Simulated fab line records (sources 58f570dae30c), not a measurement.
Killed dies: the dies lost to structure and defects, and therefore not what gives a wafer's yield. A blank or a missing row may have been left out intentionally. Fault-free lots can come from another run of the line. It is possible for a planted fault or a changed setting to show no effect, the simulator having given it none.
Chamber matching || flow berkeley-cmos170 || rie-diel-02 running UCB170_V2_ETCH_14: 4 sister chambers
The step etches SiO2 in CHF3/CF4/Ar, stops on Al, target depth 1250 nm, time 291 s. 14 wafers are shown with their chamber, then 7 later ones without.

== EACH WAFER AND ITS CHAMBER ==
{"wafer": "L282.1", "chamber": 0, "throttle-valve-pct (%)": 6.82, "oes-product-au (a.u.)": 0.887, "drypump-motor-current-A (A)": 5.7}
{"wafer": "L282.3", "chamber": 3, "throttle-valve-pct (%)": 7.01, "oes-product-au (a.u.)": 0.895, "drypump-motor-current-A (A)": 5.8}
{"wafer": "L282.6", "chamber": 3, "throttle-valve-pct (%)": 7.02, "oes-product-au (a.u.)": 0.894, "drypump-motor-current-A (A)": 5.8}
{"wafer": "L286.1", "chamber": 3, "throttle-valve-pct (%)": 7.00, "oes-product-au (a.u.)": 0.885, "drypump-motor-current-A (A)": 5.8}
{"wafer": "L286.3", "chamber": 1, "throttle-valve-pct (%)": 6.70, "oes-product-au (a.u.)": 0.848, "drypump-motor-current-A (A)": 5.6}
{"wafer": "L286.4", "chamber": 2, "throttle-valve-pct (%)": 6.84, "oes-product-au (a.u.)": 0.867, "drypump-motor-current-A (A)": 5.8}
{"wafer": "L288.2", "chamber": 0, "throttle-valve-pct (%)": 6.82, "oes-product-au (a.u.)": 0.893, "drypump-motor-current-A (A)": 5.8}
{"wafer": "L288.5", "chamber": 2, "throttle-valve-pct (%)": 6.84, "oes-product-au (a.u.)": 0.870, "drypump-motor-current-A (A)": 5.9}
{"wafer": "L288.6", "chamber": 3, "throttle-valve-pct (%)": 7.01, "oes-product-au (a.u.)": 0.885, "drypump-motor-current-A (A)": 5.8}
{"wafer": "L290.1", "chamber": 3, "throttle-valve-pct (%)": 7.01, "oes-product-au (a.u.)": 0.892, "drypump-motor-current-A (A)": 5.9}
{"wafer": "L290.4", "chamber": 0, "throttle-valve-pct (%)": 6.81, "oes-product-au (a.u.)": 0.889, "drypump-motor-current-A (A)": 5.9}
{"wafer": "L290.6", "chamber": 2, "throttle-valve-pct (%)": 6.85, "oes-product-au (a.u.)": 0.868, "drypump-motor-current-A (A)": 5.8}
{"wafer": "L291.2", "chamber": 2, "throttle-valve-pct (%)": 6.84, "oes-product-au (a.u.)": 0.876, "drypump-motor-current-A (A)": 5.8}
{"wafer": "L291.3", "chamber": 3, "throttle-valve-pct (%)": 7.01, "oes-product-au (a.u.)": 0.883, "drypump-motor-current-A (A)": 5.8}

SIGNATURES (averages over the wafers above)
{"reading": "throttle-valve-pct", "chamber 0": 6.8167, "chamber 1": 6.7000, "chamber 2": 6.8425, "chamber 3": 7.0100, "scatter within a chamber": 0.00585}
{"reading": "oes-product-au", "chamber 0": 0.88967, "chamber 1": 0.84800, "chamber 2": 0.87025, "chamber 3": 0.88900, "scatter within a chamber": 0.00453}
{"reading": "drypump-motor-current-A", "chamber 0": 5.800, "chamber 1": 5.600, "chamber 2": 5.825, "chamber 3": 5.817, "scatter within a chamber": 0.0599}
Rule: for a wafer and a chamber, the distance is found by dividing, reading by reading, the gap between the wafer's reading and the chamber's mean by the reading's scatter, squaring, summing and taking the root. The wafer belongs to the nearest chamber; if the next one is less than 2 further off, it can't be placed. The scatter: the root of (the sum of the squares of (reading less its chamber's mean) over the shown wafers, divided by (wafers less chambers)).

== WAFERS WITH NO CHAMBER GIVEN ==
{"wafer": "L291.6", "throttle-valve-pct (%)": 6.70, "oes-product-au (a.u.)": 0.842, "drypump-motor-current-A (A)": 5.6}
{"wafer": "L293.2", "throttle-valve-pct (%)": 6.85, "oes-product-au (a.u.)": 0.862, "drypump-motor-current-A (A)": 5.8}
{"wafer": "L293.3", "throttle-valve-pct (%)": 7.02, "oes-product-au (a.u.)": 0.898, "drypump-motor-current-A (A)": 5.8}
{"wafer": "L293.4", "throttle-valve-pct (%)": 6.71, "oes-product-au (a.u.)": 0.843, "drypump-motor-current-A (A)": 5.6}
{"wafer": "L296.1", "throttle-valve-pct (%)": 6.70, "oes-product-au (a.u.)": 0.846, "drypump-motor-current-A (A)": 5.6}
{"wafer": "L296.2", "throttle-valve-pct (%)": 6.82, "oes-product-au (a.u.)": 0.889, "drypump-motor-current-A (A)": 5.8}
{"wafer": "L296.4", "throttle-valve-pct (%)": 7.01, "oes-product-au (a.u.)": 0.890, "drypump-motor-current-A (A)": 5.8}

== EACH ONE'S CHAMBER ==
{"wafer": "L291.6", "from the rows above": 1, "in truth": 1}
{"wafer": "L293.2", "from the rows above": 2, "in truth": 2}
{"wafer": "L293.3", "from the rows above": 3, "in truth": 3}
{"wafer": "L293.4", "from the rows above": 1, "in truth": 1}
{"wafer": "L296.1", "from the rows above": 1, "in truth": 1}
{"wafer": "L296.2", "from the rows above": 0, "in truth": 0}
{"wafer": "L296.4", "from the rows above": 3, "in truth": 3}
7 of 7 placed correctly. Left unplaced by these rows: 0. Number placed wrongly: 0.
